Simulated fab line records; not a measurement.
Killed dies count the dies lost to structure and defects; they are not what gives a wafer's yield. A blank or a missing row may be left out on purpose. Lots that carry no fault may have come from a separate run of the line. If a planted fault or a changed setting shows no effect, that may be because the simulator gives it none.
Comparing a struck lot with a sound one || flow berkeley_cmos170 || 15 out of 331 route steps
Sound: wafers L650.1, L650.3, L650.6. Wafers struck: L659.2, L659.3, L659.4. The cause is given at the end.
Order at every step that has rows: each side's tool, ch and its chambers, its first start. Under that, the readings that differ: sound wafers || struck wafers || difference of the means || sigmas: that difference in standard deviations of wafers without a fault.
alike: readings with means less than 2 such deviations apart, plus words and numbers identical on both sides. not compared: withheld readings, readings lacking a value on some wafer, bounds such as >300 that could conceal the same value, and numbers that have no deviation in the record and whose values overlap.
Wherever a step has rows on one side only, a row that says differs or no value, or a row with sigmas, the two part there. When numbers do not overlap yet have no deviation, they are printed without sigmas and do not part them. A reading missing from all wafers of one side parts the sides only when that side holds two or more wafers.

UCB170_SILICIDE_THK_MEAS_03: measures by xrf.
  sound: film_metro-03 at day 7 09:34; struck: film_metro-04 at day 9 17:47
  alike: SILICIDE_TI_THK
UCB170_SILICIDE_RTA_04: time 15 s.
  sound on rtp_anneal-01 ch 0, day 7 09:38; struck on rtp_anneal-02 ch 0, day 9 17:51
{"reading": "lamp_power_pct (%)", "sound": "9.5 9.5 9.5", "struck": "10.2 10.2 10.2", "difference": "+0.7", "sigmas": "+2"}
{"reading": "wafer_temp_C_max", "sound": "651.9 651.8 651.4", "struck": "654.0 655.2 653.7", "difference": "+2.6", "sigmas": "+3"}
then, 3 steps without rows for these wafers: UCB170_SILICIDE_WET_ETCH_05 (etches Ti in SPM, time 45 s); UCB170_CONTACT_CLEAN_00 (cleans in SPM, time 600 s); UCB170_CONTACT_CVD_01 (deposits PSG from SiH4/O2/PH3, target thk 700 nm, time 2820 s).
UCB170_CONTACT_THK_MEAS_02:
  sound: film_metro-02 at day 7 12:49; struck: film_metro-01 at day 9 20:59
  alike: CONTACT_PSG_THK
then, 3 steps without rows for these wafers: UCB170_CONTACT_HMDS_03 (prime time 60 s); UCB170_CONTACT_COAT_04 (resist thk 900 nm); UCB170_CONTACT_SOFTBAKE_05 (time 60 s).
UCB170_CONTACT_STRIP_06: strips in O2.
  sound on plasma_asher-01 ch 0,1, day 7 13:22; struck on plasma_asher-03 ch 0,1, day 9 21:29
  alike: drypump_motor_current_A, oes_product_au, strip_time_to_endpoint_s
  not compared: rf_hours_counter_h
then, 1 step without rows for these wafers: UCB170_CONTACT_CLEAN_07 (cleans in SPM, time 600 s).
UCB170_CONTACT_RTA_08: time 10 s.
  sound on rtp_anneal-01 ch 0, day 7 13:49; struck on rtp_anneal-01 ch 0, day 9 22:15
  alike: lamp_power_pct, wafer_temp_C_max
UCB170_CONTACT_COAT_09:
  sound on litho_track-01 ch 0, day 7 14:07; struck on litho_track-01 ch 0, day 9 22:37
{"reading": "spin_speed_rpm (rpm)", "sound": "3000.9 2997.6 3002.3", "struck": "2833.2 2834.2 2833.4", "difference": -166.7, "sigmas": -79}
  alike: exhaust_pa
then, 1 step without rows for these wafers: UCB170_CONTACT_COAT_10 (resist thk 900 nm).
UCB170_M3_PROBE_99:
  only the struck wafers here have rows in the record (prober-01, day 10 20:05); the sound ones have none

== WHERE THEY PART ==
At UCB170_SILICIDE_RTA_04 first; at UCB170_M3_PROBE_99 last (within this record only).

WHY: the cause the simulator had injected
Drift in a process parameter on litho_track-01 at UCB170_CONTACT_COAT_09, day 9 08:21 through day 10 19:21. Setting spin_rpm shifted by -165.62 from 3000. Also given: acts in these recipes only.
